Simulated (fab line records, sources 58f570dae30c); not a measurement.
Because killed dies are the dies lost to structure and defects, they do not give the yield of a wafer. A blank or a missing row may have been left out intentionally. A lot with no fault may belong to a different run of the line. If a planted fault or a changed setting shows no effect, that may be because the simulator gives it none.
fab line records || flow berkeley_cmos170 || part 2 of 2: steps 27 to 39 of 39
record: {"lots": 5, "wafers": 15, "last_day": 12}
route steps=331 shown CONTACT@233 M1@238 V1@254 M2@271
lots with no fault: from the same line, run without faults
start_h: the number of hours between the record's first day and the start of the first shown wafer of the lot || wait_h: hours from the lot's prior step to this one || " same as the row above || L1.1+2: a single row standing in for several wafers || - no value, or no start was given || * or withheld: withheld || < > ~ a bound
route shown NAME@n: a module of which the file shows steps, and the number in the route of the first || usual: mean and standard deviation over wafers with no fault || same: alike in all rows || chamber/n: place in a boat || sites: the reading at each site || _std_site: their standard deviation || _edge_site: mean of outer sites minus mean of inner sites || radius_mm: how far each site lies from the wafer's centre || mask NAME#n: copy n || behind: the most recent tool/chamber to have shaped the wafer || hold: reason for holding the lot/hours on hold/outcome of the hold || device: the n, p or np transistor that did not switch || end of line: tests of these same wafers at the route's end || a step given without rows: its recipe and nothing more || killed: not the wafer's yield, but the dies lost to structure and defects at the first sort || map: the dies of a wafer, with x for killed, . for not killed, _ for no die there
set.NAME: the setting that was run; set.NAME@STEP: the one run at that earlier step || model.NAME: the simulator's own value behind a step, which no gauge read
lots at some steps of the route; a table a step, a row a wafer
services: from which hour (start_h, from the record's first day; less than 0 if before it) a tool's chamber was out of use, for how many hours, and why
== steps ==
step: UCB170_V1_CLEAN_05
recipe: {"chemistry": "DIW"}
{"lot.wafer": "L081.1+2+5", "tool": "wet_bench-01", "chamber": 2, "start_h": 215.53, "wait_h": 0.1}
{"lot.wafer": "L087.1+4+5", "tool": "wet_bench-03", "chamber": 0, "start_h": 251.65, "wait_h": 0.9}
{"lot.wafer": "L088.2+4+6", "tool": "wet_bench-04", "chamber": 1, "start_h": 254.35, "wait_h": 0.6}
{"lot.wafer": "L096.3+4+5", "tool": "wet_bench-04", "chamber": 3, "start_h": 277.45, "wait_h": 0.0}
{"lot.wafer": "L091.2+4+6", "tool": "wet_bench-03", "chamber": 3, "start_h": 277.75, "wait_h": 0.0}
step: UCB170_V1_HMDS_06
recipe: {"prime_time_s": 60, "prime_temp_c": 100}
{"lot.wafer": "L081.1+2+5", "tool": "litho_track-02", "chamber": 0, "start_h": 215.70, "wait_h": 0.0}
{"lot.wafer": "L087.1+4+5", "tool": "litho_track-04", "chamber": 0, "start_h": 251.82, "wait_h": 0.0}
{"lot.wafer": "L088.2+4+6", "tool": "litho_track-03", "chamber": 0, "start_h": 254.89, "wait_h": 0.2}
{"lot.wafer": "L096.3+4+5", "tool": "litho_track-04", "chamber": 0, "start_h": 277.94, "wait_h": 0.3}
{"lot.wafer": "L091.2+4+6", "tool": "litho_track-03", "chamber": 0, "start_h": 278.03, "wait_h": 0.1}
step: UCB170_V1_COAT_07
recipe: {"resist": "KrF", "spin_rpm": 1500, "resist_thk_nm": 900}
{"lot.wafer": "L081.1+2+5", "tool": "litho_track-02", "chamber": 0, "start_h": 215.85, "wait_h": 0.1}
{"lot.wafer": "L087.1+4+5", "tool": "litho_track-04", "chamber": 0, "start_h": 251.97, "wait_h": 0.1}
{"lot.wafer": "L088.2+4+6", "tool": "litho_track-03", "chamber": 0, "start_h": 255.04, "wait_h": 0.1}
{"lot.wafer": "L096.3+4+5", "tool": "litho_track-04", "chamber": 0, "start_h": 278.09, "wait_h": 0.1}
{"lot.wafer": "L091.2+4+6", "tool": "litho_track-03", "chamber": 0, "start_h": 278.18, "wait_h": 0.1}
step: UCB170_V1_SOFTBAKE_08
recipe: {"resist": "KrF", "temp_c": 130, "time_s": 60}
{"lot.wafer": "L081.1+2+5", "tool": "litho_track-02", "chamber": 0, "start_h": 216.00, "wait_h": 0.1}
{"lot.wafer": "L087.1+4+5", "tool": "litho_track-04", "chamber": 0, "start_h": 252.12, "wait_h": 0.1}
{"lot.wafer": "L088.2+4+6", "tool": "litho_track-03", "chamber": 0, "start_h": 255.19, "wait_h": 0.1}
{"lot.wafer": "L096.3+4+5", "tool": "litho_track-04", "chamber": 0, "start_h": 278.24, "wait_h": 0.1}
{"lot.wafer": "L091.2+4+6", "tool": "litho_track-03", "chamber": 0, "start_h": 278.33, "wait_h": 0.1}
step: UCB170_V1_EXPOSE_09
recipe: {"mask_id": "VIA1", "target_cd_nm": 700, "na": 0.5, "sigma_outer": 0.6, "source_shape": "conventional", "dose_mj": 37}
{"lot.wafer": "L081.1+2+5", "tool": "krf_scanner-01", "chamber": 0, "start_h": 216.28, "wait_h": 0.2, "mask": "VIA1#0"}
{"lot.wafer": "L087.1+4+5", "tool": "krf_scanner-01", "chamber": 0, "start_h": 252.27, "wait_h": 0.1, "mask": "VIA1#0"}
{"lot.wafer": "L088.2+4+6", "tool": "krf_scanner-01", "chamber": 0, "start_h": 255.34, "wait_h": 0.1, "mask": "VIA1#0"}
{"lot.wafer": "L096.3+4+5", "tool": "krf_scanner-02", "chamber": 0, "start_h": 278.50, "wait_h": 0.2, "mask": "VIA1#0"}
{"lot.wafer": "L091.2+4+6", "tool": "krf_scanner-02", "chamber": 0, "start_h": 278.60, "wait_h": 0.2, "mask": "VIA1#0"}
step: UCB170_V1_PEB_10
recipe: {"peb_temp_c": 130, "peb_time_s": "withheld", "resist": "KrF"}
{"lot.wafer": "L081.1+2+5", "tool": "litho_track-04", "chamber": 0, "start_h": 216.39, "wait_h": 0.1}
{"lot.wafer": "L087.1+4+5", "tool": "litho_track-02", "chamber": 0, "start_h": 252.49, "wait_h": 0.2}
{"lot.wafer": "L088.2+4+6", "tool": "litho_track-04", "chamber": 0, "start_h": 255.46, "wait_h": 0.1}
{"lot.wafer": "L096.3+4+5", "tool": "litho_track-04", "chamber": 0, "start_h": 278.63, "wait_h": 0.1}
{"lot.wafer": "L091.2+4+6", "tool": "litho_track-03", "chamber": 0, "start_h": 278.76, "wait_h": 0.1}
step: UCB170_V1_DEVELOP_11
recipe: {"developer": "TMAH", "develop_time_s": 45, "resist": "KrF", "dev_temp_c": 21}
{"lot.wafer": "L081.1+2+5", "tool": "litho_track-04", "chamber": 0, "start_h": "-", "wait_h": "-"}
{"lot.wafer": "L087.1+4+5", "tool": "litho_track-02", "chamber": 0, "start_h": "-", "wait_h": "-"}
{"lot.wafer": "L088.2+4+6", "tool": "litho_track-04", "chamber": 0, "start_h": "-", "wait_h": "-"}
{"lot.wafer": "L096.3+4+5", "tool": "litho_track-04", "chamber": 0, "start_h": "-", "wait_h": "-"}
{"lot.wafer": "L091.2+4+6", "tool": "litho_track-03", "chamber": 0, "start_h": "-", "wait_h": "-"}
step: UCB170_V1_CD_MEAS_12
recipe: {"target_cd_nm": 700}
usual: {"cd_nm": "699.8/1.7"}
{"lot.wafer": "L081.1", "tool": "cd_sem-01", "chamber": "-", "start_h": 216.67, "wait_h": "-", "cd_nm": 701.1}
{"lot.wafer": "L081.2", "tool": "cd_sem-01", "chamber": "-", "start_h": 216.67, "wait_h": "-", "cd_nm": 699.1}
{"lot.wafer": "L081.5", "tool": "cd_sem-01", "chamber": "-", "start_h": 216.67, "wait_h": "-", "cd_nm": 700.0}
{"lot.wafer": "L087.1", "tool": "cd_sem-02", "chamber": "-", "start_h": 252.77, "wait_h": "-", "cd_nm": 701.7}
{"lot.wafer": "L087.4", "tool": "cd_sem-02", "chamber": "-", "start_h": 252.77, "wait_h": "-", "cd_nm": 701.2}
{"lot.wafer": "L087.5", "tool": "cd_sem-02", "chamber": "-", "start_h": 252.77, "wait_h": "-", "cd_nm": 700.8}
{"lot.wafer": "L088.2", "tool": "cd_sem-01", "chamber": "-", "start_h": 255.73, "wait_h": "-", "cd_nm": 699.6}
{"lot.wafer": "L088.4", "tool": "cd_sem-01", "chamber": "-", "start_h": 255.73, "wait_h": "-", "cd_nm": 700.2}
{"lot.wafer": "L088.6", "tool": "cd_sem-01", "chamber": "-", "start_h": 255.73, "wait_h": "-", "cd_nm": 699.8}
{"lot.wafer": "L096.3", "tool": "cd_sem-01", "chamber": "-", "start_h": 278.90, "wait_h": "-", "cd_nm": 701.0}
{"lot.wafer": "L096.4", "tool": "cd_sem-01", "chamber": "-", "start_h": 278.90, "wait_h": "-", "cd_nm": 700.6}
{"lot.wafer": "L096.5", "tool": "cd_sem-01", "chamber": "-", "start_h": 278.90, "wait_h": "-", "cd_nm": 700.5}
{"lot.wafer": "L091.2", "tool": "cd_sem-02", "chamber": "-", "start_h": 279.03, "wait_h": "-", "cd_nm": 699.9}
{"lot.wafer": "L091.4", "tool": "cd_sem-02", "chamber": "-", "start_h": 279.03, "wait_h": "-", "cd_nm": 700.7}
{"lot.wafer": "L091.6", "tool": "cd_sem-02", "chamber": "-", "start_h": 279.03, "wait_h": "-", "cd_nm": 699.9}
step: UCB170_V1_OVL_MEAS_13
usual: {"V1_OVL": "2/4.9"}
{"lot.wafer": "L081.1", "tool": "overlay-01", "chamber": "-", "start_h": 216.79, "wait_h": 0.1, "V1_OVL[nm]": -2}
{"lot.wafer": "L081.2", "tool": "overlay-01", "chamber": "-", "start_h": 216.79, "wait_h": 0.1, "V1_OVL[nm]": 5}
{"lot.wafer": "L081.5", "tool": "overlay-01", "chamber": "-", "start_h": 216.79, "wait_h": 0.1, "V1_OVL[nm]": -4}
{"lot.wafer": "L087.1", "tool": "overlay-02", "chamber": "-", "start_h": 252.89, "wait_h": 0.1, "V1_OVL[nm]": 6}
{"lot.wafer": "L087.4", "tool": "overlay-02", "chamber": "-", "start_h": 252.89, "wait_h": 0.1, "V1_OVL[nm]": -2}
{"lot.wafer": "L087.5", "tool": "overlay-02", "chamber": "-", "start_h": 252.89, "wait_h": 0.1, "V1_OVL[nm]": 1}
{"lot.wafer": "L088.2", "tool": "overlay-02", "chamber": "-", "start_h": 255.83, "wait_h": 0.1, "V1_OVL[nm]": 2}
{"lot.wafer": "L088.4", "tool": "overlay-02", "chamber": "-", "start_h": 255.83, "wait_h": 0.1, "V1_OVL[nm]": -1}
{"lot.wafer": "L088.6", "tool": "overlay-02", "chamber": "-", "start_h": 255.83, "wait_h": 0.1, "V1_OVL[nm]": 2}
{"lot.wafer": "L096.3", "tool": "overlay-01", "chamber": "-", "start_h": 278.99, "wait_h": 0.1, "V1_OVL[nm]": 3}
{"lot.wafer": "L096.4", "tool": "overlay-01", "chamber": "-", "start_h": 278.99, "wait_h": 0.1, "V1_OVL[nm]": -8}
{"lot.wafer": "L096.5", "tool": "overlay-01", "chamber": "-", "start_h": 278.99, "wait_h": 0.1, "V1_OVL[nm]": -6}
{"lot.wafer": "L091.2", "tool": "overlay-02", "chamber": "-", "start_h": 279.13, "wait_h": 0.1, "V1_OVL[nm]": -1}
{"lot.wafer": "L091.4", "tool": "overlay-02", "chamber": "-", "start_h": 279.13, "wait_h": 0.1, "V1_OVL[nm]": 3}
{"lot.wafer": "L091.6", "tool": "overlay-02", "chamber": "-", "start_h": 279.13, "wait_h": 0.1, "V1_OVL[nm]": -5}
step: UCB170_V1_ETCH_14
recipe: {"chemistry": "CHF3/CF4/Ar", "target": "SiO2", "stop_on": "Al", "CHF3_flow_sccm": 45, "cf4_flow_sccm": 15, "Ar_flow_sccm": 150, "pressure_mtorr": 200, "rf_w": 700, "target_depth_a": 12500, "over_etch_frac": 0.25, "time_s": 291}
usual: {"drypump_motor_current_A": "5.8/0.54", "oes_product_au": "0.870/0.015", "throttle_valve_pct": "6.95/0.14"}
{"lot.wafer": "L081.1", "tool": "rie_diel-01", "chamber": 0, "start_h": 216.82, "wait_h": 0.0, "drypump_motor_current_A": 6.3, "oes_product_au": 0.891, "rf_hours_counter_h": 90, "throttle_valve_pct": 7.02}
{"lot.wafer": "L081.2", "tool": "rie_diel-01", "chamber": 1, "start_h": 216.82, "wait_h": 0.0, "drypump_motor_current_A": 5.6, "oes_product_au": 0.893, "rf_hours_counter_h": 17, "throttle_valve_pct": 6.97}
{"lot.wafer": "L081.5", "tool": "rie_diel-01", "chamber": 2, "start_h": 216.82, "wait_h": 0.0, "drypump_motor_current_A": 5.8, "oes_product_au": 0.860, "rf_hours_counter_h": "-", "throttle_valve_pct": 7.11}
{"lot.wafer": "L087.1", "tool": "rie_diel-03", "chamber": 0, "start_h": 252.92, "wait_h": 0.0, "drypump_motor_current_A": 6.2, "oes_product_au": 0.880, "rf_hours_counter_h": 1, "throttle_valve_pct": 6.96}
{"lot.wafer": "L087.4", "tool": "rie_diel-03", "chamber": 2, "start_h": 252.92, "wait_h": 0.0, "drypump_motor_current_A": 5.5, "oes_product_au": 0.868, "rf_hours_counter_h": "-", "throttle_valve_pct": 7.05}
{"lot.wafer": "L087.5", "tool": "rie_diel-03", "chamber": 0, "start_h": 252.92, "wait_h": 0.0, "drypump_motor_current_A": 6.3, "oes_product_au": 0.876, "rf_hours_counter_h": "-", "throttle_valve_pct": 6.96}
{"lot.wafer": "L088.2", "tool": "rie_diel-02", "chamber": 1, "start_h": 255.86, "wait_h": 0.0, "drypump_motor_current_A": 5.6, "oes_product_au": 0.861, "rf_hours_counter_h": 96, "throttle_valve_pct": 6.85}
{"lot.wafer": "L088.4", "tool": "rie_diel-02", "chamber": 3, "start_h": 255.86, "wait_h": 0.0, "drypump_motor_current_A": 6.3, "oes_product_au": 0.869, "rf_hours_counter_h": 109, "throttle_valve_pct": 6.68}
{"lot.wafer": "L088.6", "tool": "rie_diel-02", "chamber": 3, "start_h": 255.86, "wait_h": 0.0, "drypump_motor_current_A": 6.3, "oes_product_au": 0.878, "rf_hours_counter_h": "-", "throttle_valve_pct": 6.69}
{"lot.wafer": "L096.3", "tool": "rie_diel-02", "chamber": 3, "start_h": 279.01, "wait_h": 0.0, "drypump_motor_current_A": 6.3, "oes_product_au": 0.867, "rf_hours_counter_h": 110, "throttle_valve_pct": 6.69}
{"lot.wafer": "L096.4", "tool": "rie_diel-02", "chamber": 2, "start_h": 279.01, "wait_h": 0.0, "drypump_motor_current_A": 6.6, "oes_product_au": 0.874, "rf_hours_counter_h": 8, "throttle_valve_pct": 6.98}
{"lot.wafer": "L096.5", "tool": "rie_diel-02", "chamber": 2, "start_h": 279.01, "wait_h": 0.0, "drypump_motor_current_A": 6.6, "oes_product_au": 0.862, "rf_hours_counter_h": "-", "throttle_valve_pct": 6.99}
{"lot.wafer": "L091.2", "tool": "rie_diel-01", "chamber": 3, "start_h": 279.16, "wait_h": 0.0, "drypump_motor_current_A": 6.6, "oes_product_au": 0.893, "rf_hours_counter_h": 117, "throttle_valve_pct": 6.75}
{"lot.wafer": "L091.4", "tool": "rie_diel-01", "chamber": 1, "start_h": 279.16, "wait_h": 0.0, "drypump_motor_current_A": 5.6, "oes_product_au": 0.893, "rf_hours_counter_h": 19, "throttle_valve_pct": 6.99}
{"lot.wafer": "L091.6", "tool": "rie_diel-01", "chamber": 0, "start_h": 279.16, "wait_h": 0.0, "drypump_motor_current_A": 6.3, "oes_product_au": 0.885, "rf_hours_counter_h": "-", "throttle_valve_pct": 7.02}
step: UCB170_V1_STRIP_15
recipe: {"chemistry": "O2", "power_w": 400, "pressure_mtorr": 3500, "platen_temp_c": "withheld", "o2_flow_sccm": 400, "overash_fraction": 0.5}
usual: {"drypump_motor_current_A": "5.8/0.52", "o2_flow_sccm": "400.2/1.1", "oes_product_au": "0.721/0.0047", "strip_time_to_endpoint_s": "15.36/0.13"}
{"lot.wafer": "L081.1", "tool": "plasma_asher-01", "chamber": 1, "start_h": 217.00, "wait_h": 0.1, "drypump_motor_current_A": 5.0, "o2_flow_sccm": 399.6, "oes_product_au": 0.722, "rf_hours_counter_h": 11, "strip_time_to_endpoint_s": 15.18}
{"lot.wafer": "L081.2", "tool": "plasma_asher-01", "chamber": 0, "start_h": 217.00, "wait_h": 0.1, "drypump_motor_current_A": 6.5, "o2_flow_sccm": 398.9, "oes_product_au": 0.720, "rf_hours_counter_h": 11, "strip_time_to_endpoint_s": 15.08}
{"lot.wafer": "L081.5", "tool": "plasma_asher-01", "chamber": 0, "start_h": 217.00, "wait_h": 0.1, "drypump_motor_current_A": 6.5, "o2_flow_sccm": 397.9, "oes_product_au": 0.728, "rf_hours_counter_h": "-", "strip_time_to_endpoint_s": 15.38}
{"lot.wafer": "L087.1", "tool": "plasma_asher-02", "chamber": 1, "start_h": 253.10, "wait_h": 0.1, "drypump_motor_current_A": 6.0, "o2_flow_sccm": 401.7, "oes_product_au": 0.717, "rf_hours_counter_h": 55, "strip_time_to_endpoint_s": 15.55}
{"lot.wafer": "L087.4", "tool": "plasma_asher-02", "chamber": 0, "start_h": 253.10, "wait_h": 0.1, "drypump_motor_current_A": 6.1, "o2_flow_sccm": 401.7, "oes_product_au": 0.716, "rf_hours_counter_h": "-", "strip_time_to_endpoint_s": 15.46}
{"lot.wafer": "L087.5", "tool": "plasma_asher-02", "chamber": 0, "start_h": 253.10, "wait_h": 0.1, "drypump_motor_current_A": 6.1, "o2_flow_sccm": 401.3, "oes_product_au": 0.719, "rf_hours_counter_h": "-", "strip_time_to_endpoint_s": 15.51}
{"lot.wafer": "L088.2", "tool": "plasma_asher-01", "chamber": 1, "start_h": 256.04, "wait_h": 0.1, "drypump_motor_current_A": 5.1, "o2_flow_sccm": 399.9, "oes_product_au": 0.727, "rf_hours_counter_h": 16, "strip_time_to_endpoint_s": 15.39}
{"lot.wafer": "L088.4", "tool": "plasma_asher-01", "chamber": 1, "start_h": 256.04, "wait_h": 0.1, "drypump_motor_current_A": 5.1, "o2_flow_sccm": 401.5, "oes_product_au": 0.720, "rf_hours_counter_h": "-", "strip_time_to_endpoint_s": 15.54}
{"lot.wafer": "L088.6", "tool": "plasma_asher-01", "chamber": 0, "start_h": 256.04, "wait_h": 0.1, "drypump_motor_current_A": 6.5, "o2_flow_sccm": 401.9, "oes_product_au": 0.723, "rf_hours_counter_h": "-", "strip_time_to_endpoint_s": 15.50}
{"lot.wafer": "L096.3", "tool": "plasma_asher-02", "chamber": 1, "start_h": 279.22, "wait_h": 0.1, "drypump_motor_current_A": 6.0, "o2_flow_sccm": 400.5, "oes_product_au": 0.726, "rf_hours_counter_h": "-", "strip_time_to_endpoint_s": 15.51}
{"lot.wafer": "L096.4", "tool": "plasma_asher-02", "chamber": 0, "start_h": 279.22, "wait_h": 0.1, "drypump_motor_current_A": 6.1, "o2_flow_sccm": 401.2, "oes_product_au": 0.710, "rf_hours_counter_h": "-", "strip_time_to_endpoint_s": 15.32}
{"lot.wafer": "L096.5", "tool": "plasma_asher-02", "chamber": 1, "start_h": 279.22, "wait_h": 0.1, "drypump_motor_current_A": 6.0, "o2_flow_sccm": 399.4, "oes_product_au": 0.718, "rf_hours_counter_h": "-", "strip_time_to_endpoint_s": 15.39}
{"lot.wafer": "L091.2", "tool": "plasma_asher-04", "chamber": 1, "start_h": 279.34, "wait_h": 0.1, "drypump_motor_current_A": 5.4, "o2_flow_sccm": 400.5, "oes_product_au": 0.719, "rf_hours_counter_h": 51, "strip_time_to_endpoint_s": 15.52}
{"lot.wafer": "L091.4", "tool": "plasma_asher-04", "chamber": 1, "start_h": 279.34, "wait_h": 0.1, "drypump_motor_current_A": 5.4, "o2_flow_sccm": 398.0, "oes_product_au": 0.726, "rf_hours_counter_h": "-", "strip_time_to_endpoint_s": 15.23}
{"lot.wafer": "L091.6", "tool": "plasma_asher-04", "chamber": 1, "start_h": 279.34, "wait_h": 0.1, "drypump_motor_current_A": 5.4, "o2_flow_sccm": 398.1, "oes_product_au": 0.727, "rf_hours_counter_h": "-", "strip_time_to_endpoint_s": 15.27}
step: UCB170_V1_CD_MEAS_90
recipe: {"target_cd_nm": 700}
usual: {"cd_nm": "699.8/1.9"}
{"lot.wafer": "L081.1", "tool": "cd_sem-01", "chamber": "-", "start_h": 217.10, "wait_h": 0.1, "cd_nm": 702.3}
{"lot.wafer": "L081.2", "tool": "cd_sem-01", "chamber": "-", "start_h": 217.10, "wait_h": 0.1, "cd_nm": 700.0}
{"lot.wafer": "L081.5", "tool": "cd_sem-01", "chamber": "-", "start_h": 217.10, "wait_h": 0.1, "cd_nm": 699.9}
{"lot.wafer": "L087.1", "tool": "cd_sem-02", "chamber": "-", "start_h": 253.20, "wait_h": 0.1, "cd_nm": 701.5}
{"lot.wafer": "L087.4", "tool": "cd_sem-02", "chamber": "-", "start_h": 253.20, "wait_h": 0.1, "cd_nm": 701.5}
{"lot.wafer": "L087.5", "tool": "cd_sem-02", "chamber": "-", "start_h": 253.20, "wait_h": 0.1, "cd_nm": 701.3}
{"lot.wafer": "L088.2", "tool": "cd_sem-01", "chamber": "-", "start_h": 256.16, "wait_h": 0.1, "cd_nm": 698.1}
{"lot.wafer": "L088.4", "tool": "cd_sem-01", "chamber": "-", "start_h": 256.16, "wait_h": 0.1, "cd_nm": 700.0}
{"lot.wafer": "L088.6", "tool": "cd_sem-01", "chamber": "-", "start_h": 256.16, "wait_h": 0.1, "cd_nm": 699.3}
{"lot.wafer": "L096.3", "tool": "cd_sem-02", "chamber": "-", "start_h": 279.33, "wait_h": 0.1, "cd_nm": 701.2}
{"lot.wafer": "L096.4", "tool": "cd_sem-02", "chamber": "-", "start_h": 279.33, "wait_h": 0.1, "cd_nm": 701.1}
{"lot.wafer": "L096.5", "tool": "cd_sem-02", "chamber": "-", "start_h": 279.33, "wait_h": 0.1, "cd_nm": 701.1}
{"lot.wafer": "L091.2", "tool": "cd_sem-01", "chamber": "-", "start_h": 279.46, "wait_h": 0.1, "cd_nm": 699.7}
{"lot.wafer": "L091.4", "tool": "cd_sem-01", "chamber": "-", "start_h": 279.46, "wait_h": 0.1, "cd_nm": 701.5}
{"lot.wafer": "L091.6", "tool": "cd_sem-01", "chamber": "-", "start_h": 279.46, "wait_h": 0.1, "cd_nm": 700.1}
step: UCB170_M2_PRE_CLEAN_00
recipe: {"gas": "Ar", "preclean_etch_time_s": 60}
{"lot.wafer": "L081.1+2+5", "tool": "pvd_sputter-03", "chamber": "-", "start_h": 217.22, "wait_h": 0.1}
{"lot.wafer": "L087.1+4+5", "tool": "pvd_sputter-01", "chamber": "-", "start_h": 253.32, "wait_h": 0.1}
{"lot.wafer": "L088.2+4+6", "tool": "pvd_sputter-02", "chamber": "-", "start_h": 256.26, "wait_h": 0.1}
{"lot.wafer": "L096.3+4+5", "tool": "pvd_sputter-03", "chamber": "-", "start_h": 279.41, "wait_h": 0.1}
{"lot.wafer": "L091.2+4+6", "tool": "pvd_sputter-02", "chamber": "-", "start_h": 279.56, "wait_h": 0.1}
== services ==
{"tool": "plasma_asher-01", "chamber": "-", "start_h": 188.61, "hours": 0.8, "kind": "repair"}
{"tool": "krf_scanner-02", "chamber": "-", "start_h": 192.92, "hours": 3.6, "kind": "pm"}
{"tool": "krf_scanner-01", "chamber": "-", "start_h": 196.47, "hours": 0.8, "kind": "pm"}
{"tool": "pecvd-01", "chamber": 2, "start_h": 206.34, "hours": 5.3, "kind": "repair"}
{"tool": "pvd_sputter-02", "chamber": "-", "start_h": 210.82, "hours": 9.0, "kind": "repair"}
{"tool": "rie_metal-02", "chamber": 1, "start_h": 212.31, "hours": 11.3, "kind": "repair"}
{"tool": "plasma_asher-03", "chamber": "-", "start_h": 220.08, "hours": 10.9, "kind": "repair"}
{"tool": "rie_diel-02", "chamber": 3, "start_h": 224.27, "hours": 23.5, "kind": "repair"}
{"tool": "krf_scanner-02", "chamber": "-", "start_h": 224.59, "hours": 1.9, "kind": "repair"}
{"tool": "rie_metal-02", "chamber": "-", "start_h": 226.46, "hours": 0.2, "kind": "repair"}
{"tool": "cmp-02", "chamber": "-", "start_h": 232.00, "hours": 4.0, "kind": "pm"}
{"tool": "rie_diel-01", "chamber": "-", "start_h": 233.71, "hours": 0.8, "kind": "repair"}
{"tool": "rie_metal-02", "chamber": "-", "start_h": 238.47, "hours": 1.4, "kind": "pm"}
{"tool": "rie_diel-03", "chamber": 1, "start_h": 240.39, "hours": 8.1, "kind": "repair"}
{"tool": "rie_metal-04", "chamber": "-", "start_h": 243.09, "hours": 0.3, "kind": "repair"}
{"tool": "cmp-02", "chamber": "-", "start_h": 244.90, "hours": 0.5, "kind": "repair"}
{"tool": "krf_scanner-02", "chamber": "-", "start_h": 245.51, "hours": 1.2, "kind": "repair"}
{"tool": "krf_scanner-02", "chamber": "-", "start_h": 248.88, "hours": 1.3, "kind": "pm"}
{"tool": "rie_diel-03", "chamber": 1, "start_h": 251.23, "hours": 6.0, "kind": "repair"}
{"tool": "pecvd-01", "chamber": "-", "start_h": 257.19, "hours": 1.8, "kind": "repair"}
{"tool": "rie_diel-04", "chamber": "-", "start_h": 257.22, "hours": 4.3, "kind": "pm"}
{"tool": "rie_diel-04", "chamber": 1, "start_h": 264.94, "hours": 3.7, "kind": "repair"}
{"tool": "krf_scanner-01", "chamber": "-", "start_h": 268.79, "hours": 1.3, "kind": "pm"}
{"tool": "cmp-01", "chamber": "-", "start_h": 275.43, "hours": 4.6, "kind": "repair"}
